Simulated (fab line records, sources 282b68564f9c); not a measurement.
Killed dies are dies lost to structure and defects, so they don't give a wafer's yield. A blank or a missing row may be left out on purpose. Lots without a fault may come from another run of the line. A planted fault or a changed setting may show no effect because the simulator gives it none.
Which tool did it? | flow rit_cmos | 13 lots, 39 wafers sampled, at 5 steps of a route of 202

WHAT THE GAUGES READ, wafer by wafer
RIT_ACTIVE_THK_MEAS_04. Usual: ACTIVE_NITRIDE_THK 150.2 nm, standard deviation 1.4.
lot  | measured    | on            | ACTIVE_NITRIDE_THK (nm) | flag
L930 | day 2 00:52 | film_metro-03 | 150.7 153.0 150.6       |
L933 | day 2 14:32 | film_metro-03 | 150.1 149.8 148.7       |
L934 | day 2 19:32 | film_metro-03 | 152.4 152.6 152.8       |
L935 | day 3 00:32 | film_metro-01 | 149.8 150.8 150.8       |
L938 | day 3 17:50 | film_metro-03 | 150.5 149.7 149.9       |
L939 | day 3 21:46 | film_metro-01 | 150.6 150.4 150.4       |
L940 | day 4 02:09 | film_metro-01 | 149.7 150.2 150.1       |
L942 | day 4 12:35 | film_metro-02 | 150.3 150.5 150.1       |
L943 | day 4 17:27 | film_metro-03 | 149.6 147.7 148.2       |
L947 | day 5 12:50 | film_metro-02 | 149.7 148.3 150.4       |
L948 | day 5 18:06 | film_metro-03 | 150.0 151.7 150.4       |
L949 | day 5 23:16 | film_metro-02 | 151.8 153.3 151.9       |
L951 | day 6 09:28 | film_metro-02 | 151.3 151.1 151.7       |

RIT_FOX1_THK_MEAS_01. Usual: FOX1_OXIDE_THK 353 nm, standard deviation 7.3.
lot  | measured    | on            | FOX1_OXIDE_THK (nm) | flag
L930 | day 2 04:10 | film_metro-04 | 362 358 366         |
L933 | day 2 18:07 | film_metro-04 | 354 358 358         |
L934 | day 2 22:56 | film_metro-02 | 350 350 347         |
L935 | day 3 05:22 | film_metro-04 | 346 354 349         |
L938 | day 3 21:14 | film_metro-01 | 338 344 343         |
L939 | day 4 03:05 | film_metro-04 | 342 340 334         |
L940 | day 4 07:35 | film_metro-02 | 348 348 352         |
L942 | day 4 17:31 | film_metro-01 | 358 348 353         |
L943 | day 4 22:25 | film_metro-04 | 359 355 359         |
L947 | day 5 18:10 | film_metro-02 | 346 358 349         |
L948 | day 5 23:07 | film_metro-04 | 351 354 354         |
L949 | day 6 03:52 | film_metro-01 | 362 359 357         |
L951 | day 6 13:22 | film_metro-04 | 353 351 356         |

RIT_NWELL_TW_MEAS_10. Usual: NWELL_TW 2153, standard deviation 12.
lot  | measured    | on            | NWELL_TW       | flag
L930 | day 2 08:17 | film_metro-04 | 2144 2141 2146 |
L933 | day 2 22:15 | film_metro-02 | 2155 2164 2147 |
L934 | day 3 03:00 | film_metro-03 | 2166 2153 2141 |
L935 | day 3 09:29 | film_metro-04 | 2152 2143 2155 |
L938 | day 4 01:10 | film_metro-04 | 2177 2159 2166 |
L939 | day 4 08:49 | film_metro-04 | 2174 2170 2171 |
L940 | day 4 11:39 | film_metro-04 | 2166 2166 2178 |
L942 | day 4 21:26 | film_metro-03 | 2157 2154 2159 |
L943 | day 5 03:52 | film_metro-04 | 2146 2148 2130 |
L947 | day 5 23:17 | film_metro-04 | 2138 2165 2145 |
L948 | day 6 04:04 | film_metro-04 | 2152 2159 2154 |
L949 | day 6 08:55 | film_metro-04 | 2163 2151 2147 |
L951 | day 6 18:16 | film_metro-04 | 2153 2153 2161 |

RIT_GATE_CD_MEAS_16: target cd 150 nm. Usual: cd_nm 150.0 nm, standard deviation 2.6.
lot  | measured    | on        | cd_nm (nm)        | flag
L930 | day 2 23:53 | cd_sem-01 | 153.5 158.4 155.1 |
L933 | day 3 20:23 | cd_sem-01 | 151.5 153.3 151.9 |
L934 | day 3 21:14 | cd_sem-01 | 149.3 149.0 150.0 |
L935 | day 4 05:15 | cd_sem-02 | 150.8 148.9 150.0 |
L938 | day 4 18:49 | cd_sem-01 | 149.8 149.0 149.9 |
L939 | day 5 04:10 | cd_sem-02 | 151.2 148.3 149.2 |
L940 | day 5 04:01 | cd_sem-01 | 145.0 146.3 147.6 |
L942 | day 5 17:28 | cd_sem-02 | 194.5 195.9 194.7 | OFF
L943 | day 5 21:08 | cd_sem-02 | 146.8 147.7 147.2 |
L947 | day 6 16:12 | cd_sem-02 | 152.4 151.8 154.1 |
L948 | day 6 22:06 | cd_sem-02 | 151.8 148.5 150.0 |
L949 | day 7 01:33 | cd_sem-02 | 149.3 148.9 149.7 |
L951 | day 7 13:02 | cd_sem-02 | 150.3 150.2 150.6 |

WHICH TOOL RAN EACH LOT (tool, then ch and the chambers of the sampled wafers, then the start)
lot  | RIT_GATE_EXPOSE_13
L930 | iline_stepper-01 ch 0, day 2 23:20
L933 | iline_stepper-01 ch 0, day 3 19:59
L934 | iline_stepper-01 ch 0, day 3 20:50
L935 | iline_stepper-02 ch 0, day 4 04:51
L938 | iline_stepper-02 ch 0, day 4 18:25
L939 | iline_stepper-02 ch 0, day 5 03:46
L940 | iline_stepper-02 ch 0, day 5 03:37
L942 | iline_stepper-01 ch 0, day 5 17:04
L943 | iline_stepper-01 ch 0, day 5 20:44
L947 | iline_stepper-01 ch 0, day 6 15:48
L948 | iline_stepper-01 ch 0, day 6 21:42
L949 | iline_stepper-02 ch 0, day 7 01:09
L951 | iline_stepper-02 ch 0, day 7 12:38
- RIT_GATE_EXPOSE_13: exposes mask M6, target cd 150 nm.

WHAT THE TOOLS THEMSELVES READ (means of the sampled wafers that have a number; where no wafer has one, the mark that the record gives instead)
RIT_GATE_EXPOSE_13. Usual: stage_vel_mm_s 499.93 mm/s, standard deviation 0.26.
lot  | tool             | stage_vel_mm_s (mm/s) | flag
L930 | iline_stepper-01 | 500.03                |
L933 | iline_stepper-01 | 499.81                |
L934 | iline_stepper-01 | 499.74                |
L935 | iline_stepper-02 | 499.73                |
L938 | iline_stepper-02 | 499.78                |
L939 | iline_stepper-02 | 500.27                |
L940 | iline_stepper-02 | 500.05                |
L942 | iline_stepper-01 | 500.11                |
L943 | iline_stepper-01 | 500.00                |
L947 | iline_stepper-01 | 499.87                |
L948 | iline_stepper-01 | 499.86                |
L949 | iline_stepper-02 | 499.86                |
L951 | iline_stepper-02 | 499.68                |

THE ANSWER, worked out from the rows above alone
Rule: a lot is off if the mean of its wafers that have a number lies more than 3 standard deviations from the usual mean. A lot without any number at a reading at which 4 lots or more have one is off too. The other lots that the step has rows for count as sound. The gauges are gone through in route order, then the tools' own readings, and for those a lot's mean is taken as printed above. The first step at which some lot is off is used, and at that step the reading that is off furthest; a lot without a number counts as furthest.
Off: L942, at RIT_GATE_CD_MEAS_16 (cd_nm).
A tool fits if, at a process step before that reading, it ran every lot that is off, and no sound lot after the first of them. The gauges at RIT_GATE_CD_MEAS_16 are tried like those tools. None of those tried fits.

WHAT THE SIMULATOR HAD PUT IN
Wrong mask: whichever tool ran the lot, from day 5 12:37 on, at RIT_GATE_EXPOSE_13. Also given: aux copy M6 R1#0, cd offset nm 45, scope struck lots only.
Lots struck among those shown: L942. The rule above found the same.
